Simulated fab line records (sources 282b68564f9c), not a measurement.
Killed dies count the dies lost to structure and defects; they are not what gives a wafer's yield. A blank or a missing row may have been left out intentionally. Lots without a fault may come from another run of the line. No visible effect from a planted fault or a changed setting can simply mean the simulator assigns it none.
fab line records	flow rit-cmos
[record] lots = 5	wafers = 15	last-day = 7
route steps=202 shown REOX@102 NLDD@103 PLDD@114
lots that met no fault: from a run of the same line without faults
start-h: hours from the record's opening day to when the first of the lot's shown wafers began	wait-h: hours since the lot's step before	" the same as in the row above	L1.1+2: a row that stands for several wafers	- no value, or no start given	* or withheld: withheld	< > ~ a bound
route shown NAME@n: NAME is a module with steps in the file, n the number in the route of the first one	usual: mean/standard deviation of fault-free wafers	same: alike in all rows	chamber/n: place in a boat	sites: readings site by site	_std_site: how widely they spread, as a standard deviation	_edge_site: outer sites' mean less inner sites'	radius-mm: how far each site lies from the wafer's centre	mask NAME#n: copy n	behind: the most recent tool/chamber to have shaped the wafer	hold: cause of the lot's hold/its duration in hours/its outcome	device: whichever transistor did not switch (one of n, p or np)	end of line: the tests these same wafers got at the end of their route	a step with no rows: only its recipe	killed: dies that structure and defects cost at the first sort, which is not the same as the wafer's yield	map: dies across one wafer; x = killed, . = not, _ = none there
set.NAME: the setting as run; set.NAME@STEP: as run at that earlier step	model.NAME: the simulator's own value behind a step, which no gauge read
lots seen at some steps along the route; tables by step, rows by wafer
services: the hour from which a tool's chamber was out of use, counted from the record's first day as start-h (under 0 if before that day), plus the number of hours and why
[[steps]]
[step RIT_REOX_THK_MEAS_04]
[recipe] reads = SiO2_of_REOX_OXIDATION_03
[usual] REOX_OXIDE_THK = 25.0/0.51
lot.wafer	tool	chamber	start-h	wait-h	REOX_OXIDE_THK[nm]
L085.1	film-metro-04	-	95.68	0.0	25.9
L085.2	"	-	"	"	26.0
L085.4	"	-	"	"	25.9
L087.1	film-metro-03	-	106.17	0.0	25.0
L087.4	"	-	"	"	24.9
L087.6	"	-	"	"	24.7
L091.4	film-metro-03	-	125.23	0.0	24.9
L091.5	"	-	"	"	24.7
L091.6	"	-	"	"	25.0
L092.1	film-metro-02	-	130.03	0.0	24.0
L092.5	"	-	"	"	23.7
L092.6	"	-	"	"	23.5
L096.2	film-metro-04	-	149.93	0.0	24.8
L096.4	"	-	"	"	24.7
L096.6	"	-	"	"	24.9
[step RIT_NLDD_HMDS_00]
[recipe] prime-time-s = 60	prime-temp-c = 140
lot.wafer	tool	chamber	start-h	wait-h
L085.1+2+4	litho-track-01	0	95.74	0.1
L087.1+4+6	litho-track-04	0	106.34	0.2
L091.4+5+6	litho-track-04	0	125.33	0.1
L092.1+5+6	litho-track-03	0	130.09	0.1
L096.2+4+6	litho-track-01	0	150.01	0.1
[step RIT_NLDD_COAT_01]
[recipe] resist = NOVOLAK	spin-rpm = 3250	resist-thk-nm = 1000
lot.wafer	tool	chamber	start-h	wait-h
L085.1+2+4	litho-track-01	0	95.89	0.1
L087.1+4+6	litho-track-04	0	106.49	0.1
L091.4+5+6	litho-track-04	0	125.48	0.1
L092.1+5+6	litho-track-03	0	130.24	0.1
L096.2+4+6	litho-track-01	0	150.16	0.1
[step RIT_NLDD_SOFTBAKE_02]
[recipe] resist = NOVOLAK	temp-c = 90	time-s = 60
lot.wafer	tool	chamber	start-h	wait-h
L085.1+2+4	litho-track-01	0	96.04	0.1
L087.1+4+6	litho-track-04	0	106.64	0.1
L091.4+5+6	litho-track-04	0	125.63	0.1
L092.1+5+6	litho-track-03	0	130.39	0.1
L096.2+4+6	litho-track-01	0	150.31	0.1
[step RIT_NLDD_EXPOSE_03]
[recipe] mask-id = M7	na = 0.57	target-cd-nm = 40700	dose-mj = 250
[usual] reticle-temp-C = 22.99/0.11
lot.wafer	tool	chamber	start-h	wait-h	mask	reticle-temp-C
L085.1	iline-stepper-02	0	96.19	0.1	M7#0	22.83
L085.2	"	0	"	"	M7#0	22.92
L085.4	"	0	"	"	M7#0	22.90
L087.1	iline-stepper-02	0	106.92	0.2	M7#0	22.95
L087.4	"	0	"	"	M7#0	22.91
L087.6	"	0	"	"	M7#0	22.98
L091.4	iline-stepper-02	0	125.89	0.2	M7#0	22.92
L091.5	"	0	"	"	M7#0	23.17
L091.6	"	0	"	"	M7#0	23.09
L092.1	iline-stepper-02	0	130.54	0.1	M7#0	22.85
L092.5	"	0	"	"	M7#0	22.73
L092.6	"	0	"	"	M7#0	22.76
L096.2	iline-stepper-01	0	150.58	0.2	M7#0	23.10
L096.4	"	0	"	"	M7#0	23.05
L096.6	"	0	"	"	M7#0	23.24
[step RIT_NLDD_PEB_04]
[recipe] resist = NOVOLAK	temp-c = withheld	time-s = withheld
lot.wafer	tool	chamber	start-h	wait-h
L085.1+2+4	litho-track-04	0	96.31	0.1
L087.1+4+6	litho-track-03	0	107.04	0.1
L091.4+5+6	litho-track-01	0	126.02	0.1
L092.1+5+6	litho-track-04	0	130.65	0.1
L096.2+4+6	litho-track-03	0	150.70	0.1
[step RIT_NLDD_DEVELOP_05]
[recipe] resist = NOVOLAK	develop-time-s = 50	dev-temp-c = 23
[usual] developer-temp-C = 23.00/0.086
lot.wafer	tool	chamber	start-h	wait-h	developer-temp-C
L085.1	litho-track-04	0	-	-	22.96
L085.2	"	0	"	"	23.10
L085.4	"	0	"	"	23.15
L087.1	litho-track-03	0	-	-	22.98
L087.4	"	0	"	"	22.93
L087.6	"	0	"	"	22.95
L091.4	litho-track-01	0	-	-	22.89
L091.5	"	0	"	"	23.00
L091.6	"	0	"	"	22.95
L092.1	litho-track-04	0	-	-	23.06
L092.5	"	0	"	"	23.03
L092.6	"	0	"	"	23.06
L096.2	litho-track-03	0	-	-	23.11
L096.4	"	0	"	"	22.98
L096.6	"	0	"	"	22.94
[step RIT_NLDD_OVL_MEAS_06]
[usual] NLDD_OVL = 0.2/1.5
lot.wafer	tool	chamber	start-h	wait-h	NLDD_OVL[nm]
L085.1	overlay-02	-	96.59	-	1.3
L085.2	"	-	"	"	1.5
L085.4	"	-	"	"	-0.1
L087.1	overlay-02	-	107.32	-	1.2
L087.4	"	-	"	"	0.7
L087.6	"	-	"	"	0.6
L091.4	overlay-02	-	126.25	-	1.3
L091.5	"	-	"	"	0.0
L091.6	"	-	"	"	-2.4
L092.1	overlay-01	-	130.94	-	0.7
L092.5	"	-	"	"	0.1
L092.6	"	-	"	"	0.9
L096.2	overlay-02	-	150.96	-	1.1
L096.4	"	-	"	"	2.2
L096.6	"	-	"	"	1.7
[step RIT_NLDD_HARDBAKE_07]
[recipe] resist = NOVOLAK	temp-c = 140	time-s = 60
lot.wafer	tool	chamber	start-h	wait-h
L085.1+2+4	litho-track-01	0	96.63	0.0
L087.1+4+6	litho-track-01	0	107.36	0.0
L091.4+5+6	litho-track-01	0	126.34	0.1
L092.1+5+6	litho-track-04	0	130.97	0.0
L096.2+4+6	litho-track-03	0	151.02	0.0
[step RIT_NLDD_IMPLANT_08]
[recipe] species = P	energy-kev = 20	dose-cm2 = 5e+14	tilt-deg = 7
[usual] faraday-current-uA = 1575/31
lot.wafer	tool	chamber	start-h	wait-h	faraday-current-uA
L085.1	implanter-03	0	96.78	0.1	1607
L085.2	"	0	"	"	1605
L085.4	"	0	"	"	1581
L087.1	implanter-03	0	107.51	0.1	1531
L087.4	"	0	"	"	1624
L087.6	"	0	"	"	1561
L091.4	implanter-02	0	126.49	0.1	1660
L091.5	"	0	"	"	1553
L091.6	"	0	"	"	1606
L092.1	implanter-02	0	131.12	0.1	1561
L092.5	"	0	"	"	1599
L092.6	"	0	"	"	1575
L096.2	implanter-03	0	151.17	0.1	1585
L096.4	"	0	"	"	1517
L096.6	"	0	"	"	1580
[step RIT_NLDD_STRIP_09]
[recipe] chemistry = O2	time-s = 180	resist = NOVOLAK	platen-temp-c = withheld	power-w = 500	pressure-mtorr = 4000	o2-flow-sccm = 4000
[usual] drypump-motor-current-A = 5.5/0.35	o2-flow-sccm = 4001/11
lot.wafer	tool	chamber	start-h	wait-h	drypump-motor-current-A	o2-flow-sccm	rf-hours-counter-h
L085.1	plasma-asher-04	1	96.93	0.1	5.2	3986	30
L085.2	"	0	"	"	5.5	4014	30
L085.4	"	0	"	"	5.5	4014	-
L087.1	plasma-asher-01	0	107.66	0.1	5.6	4007	47
L087.4	"	1	"	"	6.2	3974	-
L087.6	"	0	"	"	5.5	3983	-
L091.4	plasma-asher-04	0	126.63	0.1	5.5	3996	-
L091.5	"	0	"	"	5.5	3997	-
L091.6	"	1	"	"	5.3	3999	-
L092.1	plasma-asher-01	1	131.27	0.1	6.2	4007	1
L092.5	"	0	"	"	5.5	3995	-
L092.6	"	1	"	"	6.2	4002	-
L096.2	plasma-asher-01	1	151.29	0.1	6.2	4006	4
L096.4	"	0	"	"	5.5	4009	-
L096.6	"	1	"	"	6.2	3985	-
[step RIT_NLDD_TW_MEAS_10]
[usual] NLDD_TW = 2487/14
lot.wafer	tool	chamber	start-h	wait-h	NLDD_TW
L085.1	film-metro-04	-	97.10	0.1	2497
L085.2	"	-	"	"	2483
L085.4	"	-	"	"	2490
L087.1	film-metro-04	-	107.83	0.1	2508
L087.4	"	-	"	"	2491
L087.6	"	-	"	"	2501
L091.4	film-metro-04	-	126.77	0.1	2489
L091.5	"	-	"	"	2494
L091.6	"	-	"	"	2496
L092.1	film-metro-03	-	131.45	0.1	2468
L092.5	"	-	"	"	2466
L092.6	"	-	"	"	2473
L096.2	film-metro-01	-	151.48	0.1	2488
L096.4	"	-	"	"	2478
L096.6	"	-	"	"	2492
[step RIT_PLDD_HMDS_00]
[recipe] prime-time-s = 60	prime-temp-c = 140
lot.wafer	tool	chamber	start-h	wait-h
L085.1+2+4	litho-track-02	0	97.16	0.1
L087.1+4+6	litho-track-04	0	107.89	0.1
L091.4+5+6	litho-track-03	0	126.88	0.1
L092.1+5+6	litho-track-03	0	131.51	0.1
L096.2+4+6	litho-track-02	0	151.55	0.1
[step RIT_PLDD_COAT_01]
[recipe] resist = NOVOLAK	spin-rpm = 3250	resist-thk-nm = 1000
lot.wafer	tool	chamber	start-h	wait-h
L085.1+2+4	litho-track-02	0	97.31	0.1
L087.1+4+6	litho-track-04	0	108.04	0.1
L091.4+5+6	litho-track-03	0	127.03	0.1
L092.1+5+6	litho-track-03	0	131.66	0.1
L096.2+4+6	litho-track-02	0	151.70	0.1
[step RIT_PLDD_SOFTBAKE_02]
[recipe] resist = NOVOLAK	temp-c = 90	time-s = 60
lot.wafer	tool	chamber	start-h	wait-h
L085.1+2+4	litho-track-02	0	97.46	0.1
L087.1+4+6	litho-track-04	0	108.19	0.1
L091.4+5+6	litho-track-03	0	127.18	0.1
L092.1+5+6	litho-track-03	0	131.81	0.1
L096.2+4+6	litho-track-02	0	151.85	0.1
[[services]]
tool	chamber	start-h	hours	kind
plasma-asher-01	-	108.75	9.0	pm
plasma-asher-01	0	108.75	9.0	vent-cycle
plasma-asher-01	1	108.75	9.0	vent-cycle
iline-stepper-02	-	110.06	4.4	repair
plasma-asher-01	-	111.80	4.2	repair
plasma-asher-01	0	117.75	-	clean
plasma-asher-01	1	117.75	-	clean
iline-stepper-01	-	123.65	1.7	pm
iline-stepper-01	-	126.06	9.4	repair
[[key]]
fault none
